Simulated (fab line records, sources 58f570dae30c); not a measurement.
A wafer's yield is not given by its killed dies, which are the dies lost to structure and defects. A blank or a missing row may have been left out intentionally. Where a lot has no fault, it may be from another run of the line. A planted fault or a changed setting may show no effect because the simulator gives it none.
Which tool was responsible?	flow berkeley-cmos170	14 lots, 42 wafers sampled, at 6 steps of a route of 331

## WHAT THE GAUGES READ, wafer by wafer
UCB170_SPACER_THK_MEAS_01.
lot	measured	on	SPACER_TEOS_THK (nm)
L911	day 6 22:02	film-metro-02	371 382 384
L914	day 7 14:47	film-metro-02	747 756 750
L916	day 7 14:41	film-metro-03	744 755 765
L915	day 7 14:52	film-metro-02	373 383 379
L921	day 8 13:31	film-metro-03	370 373 376
L924	day 9 19:56	film-metro-03	371 371 370
L926	day 9 20:53	film-metro-02	374 379 381
L928	day 9 21:37	film-metro-03	374 380 381
L925	day 9 22:11	film-metro-01	376 377 376
L927	day 10 00:32	film-metro-02	372 375 376
L929	day 10 00:32	film-metro-01	367 380 383
L931	day 10 14:52	film-metro-02	361 369 371
L932	day 10 23:14	film-metro-01	370 365 370
L933	day 11 10:38	film-metro-03	369 377 378

UCB170_M1_OVL_MEAS_10.
lot	measured	on	M1_OVL (nm)
L911	day 7 18:11	overlay-01	6 -2 -1
L915	day 8 16:50	overlay-02	9 0 12
L921	day 9 05:39	overlay-01	-4 -5 -7
L924	day 10 13:16	overlay-01	5 5 4
L926	day 10 14:46	overlay-02	1 -1 12
L928	day 10 14:02	overlay-02	-9 -14 -6
L925	day 10 16:19	overlay-01	-1 8 13
L927	day 10 16:37	overlay-02	-2 3 -1
L929	day 10 16:52	overlay-01	6 4 10
L931	day 11 08:12	overlay-01	-6 -6 -1
L932	day 11 18:34	overlay-02	1 5 5
L933	day 12 04:10	overlay-02	-1 2 -1

UCB170_M1_CD_MEAS_90: the cd target is 700 nm.
lot	measured	on	cd-nm (nm)
L911	day 7 18:31	cd-sem-02	702.8 704.0 705.4
L915	day 8 17:12	cd-sem-01	705.9 706.9 704.0
L921	day 9 05:58	cd-sem-02	704.9 701.9 701.8
L924	day 10 13:37	cd-sem-01	699.3 700.6 698.3
L926	day 10 15:04	cd-sem-02	699.0 699.7 698.9
L928	day 10 14:21	cd-sem-01	696.3 698.8 698.1
L925	day 10 16:41	cd-sem-01	699.5 700.3 698.6
L927	day 10 16:56	cd-sem-01	700.7 702.3 700.4
L929	day 10 17:10	cd-sem-02	702.5 700.7 703.1
L931	day 11 08:34	cd-sem-02	700.2 699.5 697.7
L932	day 11 18:53	cd-sem-01	698.0 703.0 696.6
L933	day 12 04:29	cd-sem-02	705.7 699.6 706.3

## EACH LOT AND THE TOOL THAT RAN IT (in order: tool; ch and the chambers of the sampled wafers; start)
lot	UCB170_SPACER_CVD_00	UCB170_SPACER_ETCHBACK_03	UCB170_CONTACT_STRIP_19
L911	pecvd-02 ch 0,1,2, day 6 21:59	rie-diel-02 ch 1,2,3, day 7 02:36	plasma-asher-01 ch 1, day 7 16:17
L914	pecvd-02 ch 0,1,2, day 7 14:26	rie-diel-03 ch 2,3, day 7 17:47	-
L916	pecvd-04 ch 0,2, day 7 14:26	rie-diel-03 ch 0,2, day 7 17:43	-
L915	pecvd-01 ch 0,1, day 7 14:49	rie-diel-01 ch 1,3, day 7 17:43	plasma-asher-01 ch 0,1, day 8 14:33
L921	pecvd-04 ch 0,1, day 8 13:28	rie-diel-02 ch 0,2, day 8 16:57	plasma-asher-03 ch 0,1, day 9 03:25
L924	pecvd-01 ch 0,1,2, day 9 19:53	rie-diel-03 ch 2,3, day 9 23:24	plasma-asher-03 ch 0,1, day 10 11:24
L926	pecvd-02 ch 1,2, day 9 20:51	rie-diel-02 ch 0,1,2, day 9 23:24	plasma-asher-03 ch 1, day 10 12:05
L928	pecvd-04 ch 0,1,2, day 9 21:34	rie-diel-01 ch 1,3, day 9 23:28	plasma-asher-02 ch 0,1, day 10 11:55
L925	pecvd-01 ch 0,1,2, day 9 22:08	rie-diel-01 ch 1,2,3, day 10 03:51	plasma-asher-02 ch 0,1, day 10 14:28
L927	pecvd-04 ch 0,1,2, day 10 00:30	rie-diel-02 ch 0,1,2, day 10 03:49	plasma-asher-02 ch 0,1, day 10 14:42
L929	pecvd-02 ch 1,2, day 10 00:30	rie-diel-03 ch 0,2,3, day 10 03:49	plasma-asher-02 ch 0,1, day 10 15:01
L931	pecvd-04 ch 0,1,2, day 10 14:48	rie-diel-03 ch 0,1,3, day 10 16:26	plasma-asher-02 ch 0,1, day 11 04:34
L932	pecvd-01 ch 1,2, day 10 23:11	rie-diel-01 ch 1,3, day 11 04:17	plasma-asher-03 ch 0,1, day 11 14:52
L933	pecvd-01 ch 0,1, day 11 10:35	rie-diel-03 ch 0,2,3, day 11 14:18	plasma-asher-02 ch 0,1, day 12 02:11
- UCB170_SPACER_CVD_00: deposits SiO2 from TEOS/O2, target thk 376 nm, time 47 s.
- UCB170_SPACER_ETCHBACK_03: etches SiO2 in CHF3/CF4/Ar, stops on Si, target depth 376 nm, time 100 s.
- UCB170_CONTACT_STRIP_19: strips in O2.

## WHAT THE TOOLS THEMSELVES READ (means of the sampled wafers that have a number; where no wafer has one, the mark that the record gives instead)
UCB170_SPACER_CVD_00.
lot	tool	heater-power-w (W)	susceptor-temp-C (C)
L911	pecvd-02	230	390.08
L914	pecvd-02	249	389.99
L916	pecvd-04	266	389.95
L915	pecvd-01	243	390.09
L921	pecvd-04	252	390.02
L924	pecvd-01	234	390.08
L926	pecvd-02	241	389.93
L928	pecvd-04	229	390.06
L925	pecvd-01	228	389.94
L927	pecvd-04	254	389.80
L929	pecvd-02	263	390.01
L931	pecvd-04	224	389.84
L932	pecvd-01	205	390.08
L933	pecvd-01	254	389.80

UCB170_SPACER_ETCHBACK_03.
lot	tool	chamber-pressure-mTorr (mTorr)	drypump-motor-current-A (A)	oes-product-au (a.u.)	throttle-valve-pct (%)
L911	rie-diel-02	199.95	5.5	0.909	6.50
L914	rie-diel-03	200.01	4.9	0.970	6.50
L916	rie-diel-03	200.15	4.9	0.988	6.51
L915	rie-diel-01	199.85	5.3	0.882	6.30
L921	rie-diel-02	200.01	5.7	0.886	6.38
L924	rie-diel-03	200.00	4.9	0.885	6.50
L926	rie-diel-02	199.73	5.7	0.900	6.46
L928	rie-diel-01	199.81	5.1	0.891	6.30
L925	rie-diel-01	199.99	5.5	0.885	6.37
L927	rie-diel-02	199.86	5.7	0.898	6.45
L929	rie-diel-03	199.98	5.0	0.891	6.50
L931	rie-diel-03	199.96	4.9	0.878	6.46
L932	rie-diel-01	200.07	5.3	0.872	6.29
L933	rie-diel-03	199.97	4.9	0.888	6.50

UCB170_CONTACT_STRIP_19.
lot	tool	chamber-pressure-mTorr (mTorr)	drypump-motor-current-A (A)	oes-product-au (a.u.)
L911	plasma-asher-01	3500	5.9	0.724
L915	plasma-asher-01	3501	5.6	0.726
L921	plasma-asher-03	3502	5.8	0.724
L924	plasma-asher-03	3500	5.8	0.728
L926	plasma-asher-03	3498	5.6	0.724
L928	plasma-asher-02	3501	5.7	0.727
L925	plasma-asher-02	3499	5.4	0.722
L927	plasma-asher-02	3503	5.6	0.723
L929	plasma-asher-02	3500	5.3	0.726
L931	plasma-asher-02	3498	5.4	0.731
L932	plasma-asher-03	3502	6.1	0.723
L933	plasma-asher-02	3503	5.6	0.725

## THE ANSWER, worked out from the rows above alone
Rule: usual is defined by the lots themselves. Put in order of their means at a reading, lots are off if they are a third of the lots or fewer, leave a main group of 4 or more, and stand apart from it by a gap of 3 or more times the standard deviation of the main group's means; of several such gaps the widest counts. If all means in a main group match to the digits the tables above print for the reading, that group is not used. A lot without any number at a reading at which 4 lots or more have one is off too. The other lots that the step has rows for count as sound. First the gauges in route order, then the tools' own readings, where a lot's mean is used as printed above. The first step at which some lot is off is used, and at that step the reading that is off furthest; a lot without a number counts as furthest.
Off: L914, L916, seen at UCB170_SPACER_THK_MEAS_01 (SPACER_TEOS_THK). The main group: mean 375 nm, standard deviation 3.9.
If a tool, at a process step before that reading, ran all the lots that are off and no sound lot after the first of them, it fits. Not tried: the gauges at UCB170_SPACER_THK_MEAS_01; whatever is off there is also off at UCB170_SPACER_ETCHBACK_03, on other tools, and gauge error can't account for it. Of those tried, none fits.

## WHAT HAD BEEN PUT IN BY THE SIMULATOR
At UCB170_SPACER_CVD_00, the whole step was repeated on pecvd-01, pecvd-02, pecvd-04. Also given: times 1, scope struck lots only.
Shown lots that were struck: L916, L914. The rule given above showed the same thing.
